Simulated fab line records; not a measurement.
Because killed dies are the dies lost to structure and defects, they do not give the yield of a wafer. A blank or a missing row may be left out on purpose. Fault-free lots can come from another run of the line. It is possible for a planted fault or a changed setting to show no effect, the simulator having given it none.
A struck lot beside a sound one ; flow rit_cmos ; 16 out of 202 route steps
Sound: wafers L770.1, L770.2, L770.6. Struck: wafers L766.1, L766.4, L766.6. Last of all comes the cause.
At each step with rows: each side's tool, then ch and its chambers, then its first start. Under that, the readings that differ: sound wafers ; struck wafers ; difference of the means ; sigmas: that difference in standard deviations of wafers without a fault.
alike: a reading whose means differ by less than 2 such deviations, as well as words and numbers matching on both sides. not compared: withheld readings; readings where some wafer has no value; bounds like >300 that might hide an equal value; numbers whose values overlap and for which the record gives no deviation.
The two part at a step that has a row with sigmas, a row that says differs or no value, or rows on one side only. Numbers that don't overlap but have no deviation are shown without sigmas and don't part them. Lack of a reading on every wafer of one side parts them only where that side has two or more wafers.

first, 4 steps without rows for these wafers: RIT_PLDD_SOFTBAKE_02 (time 60 s); RIT_PLDD_EXPOSE_03 (exposes mask M8, target cd 40900 nm); RIT_PLDD_PEB_04; RIT_PLDD_DEVELOP_05 (develop time 50 s).
RIT_PLDD_OVL_MEAS_06:
  sound on overlay-01 at day 6 01:04; struck on overlay-02 at day 5 03:08
  alike: PLDD_OVL
then, 2 steps without rows for these wafers: RIT_PLDD_HARDBAKE_07 (time 60 s); RIT_PLDD_IMPLANT_08.
RIT_PLDD_STRIP_09: strips in O2, time 180 s.
  sound on plasma_asher-01 ch 0,1, day 6 01:24; struck on plasma_asher-03 ch 0,1, day 5 03:28
  alike: chamber_pressure_mTorr, drypump_motor_current_A, rf_refl_power_W
  not compared: rf_hours_counter_h
RIT_PLDD_TW_MEAS_10:
  sound on film_metro-01 at day 6 01:35; struck on film_metro-02 at day 5 03:38
  alike: PLDD_TW
then, 3 steps without rows for these wafers: RIT_SPACER_CLEAN_00 (cleans in SC1, time 600 s); RIT_SPACER_CLEAN_01 (cleans in dHF, time 30 s); RIT_SPACER_CLEAN_02 (cleans in SC2, time 600 s).
RIT_SPACER_CVD_03: deposits Si3N4 from SiH2Cl2/NH3, target thk 250 nm, time 3300 s.
  sound on lpcvd-01 ch 1, day 6 02:01; struck on lpcvd-02 ch 1, day 5 05:01
reading;sound;struck;difference;sigmas
model.Si3N4_of_SPACER_CVD_03.thk_nm (nm);247.1 247 246;320 322.2 321.7;+75;
RIT_SPACER_THK_MEAS_04:
  sound on film_metro-03 at day 6 03:55; struck on film_metro-03 at day 5 06:56
reading;sound;struck;difference;sigmas
SPACER_NITRIDE_THK (nm);247.3 246.9 246.0;320.0 322.0 321.6;+74.5;+37
RIT_SPACER_ETCHBACK_05: etches Si3N4 in SF6/CHF3, stops on SiO2, target depth 250 nm, time 240 s.
  sound on rie_diel-03 ch 0,2, day 6 03:59; struck on rie_diel-04 ch 0,3, day 5 07:00
reading;sound;struck;difference;sigmas
oes_product_au (a.u.);0.856 0.833 0.833;0.986 0.977 0.986;+0.142;+11
model.etch.depth_nm (nm);247.1 247 246;304.7 308.8 304.4;+59.3;
model.Si3N4_of_SPACER_CVD_03.thk_nm (nm);194.7 195.1 194.2;252.6 253.4 254;+58.7;
  alike: chamber_pressure_mTorr, drypump_motor_current_A, throttle_valve_pct
  not compared: rf_hours_counter_h
then, 1 step without rows for these wafers: RIT_NSD_HMDS_00 (prime time 60 s).

WHERE THEY PART
Last at RIT_SPACER_ETCHBACK_05 as far as this record goes, first at RIT_SPACER_THK_MEAS_04.

WHY: whatever the simulator had introduced
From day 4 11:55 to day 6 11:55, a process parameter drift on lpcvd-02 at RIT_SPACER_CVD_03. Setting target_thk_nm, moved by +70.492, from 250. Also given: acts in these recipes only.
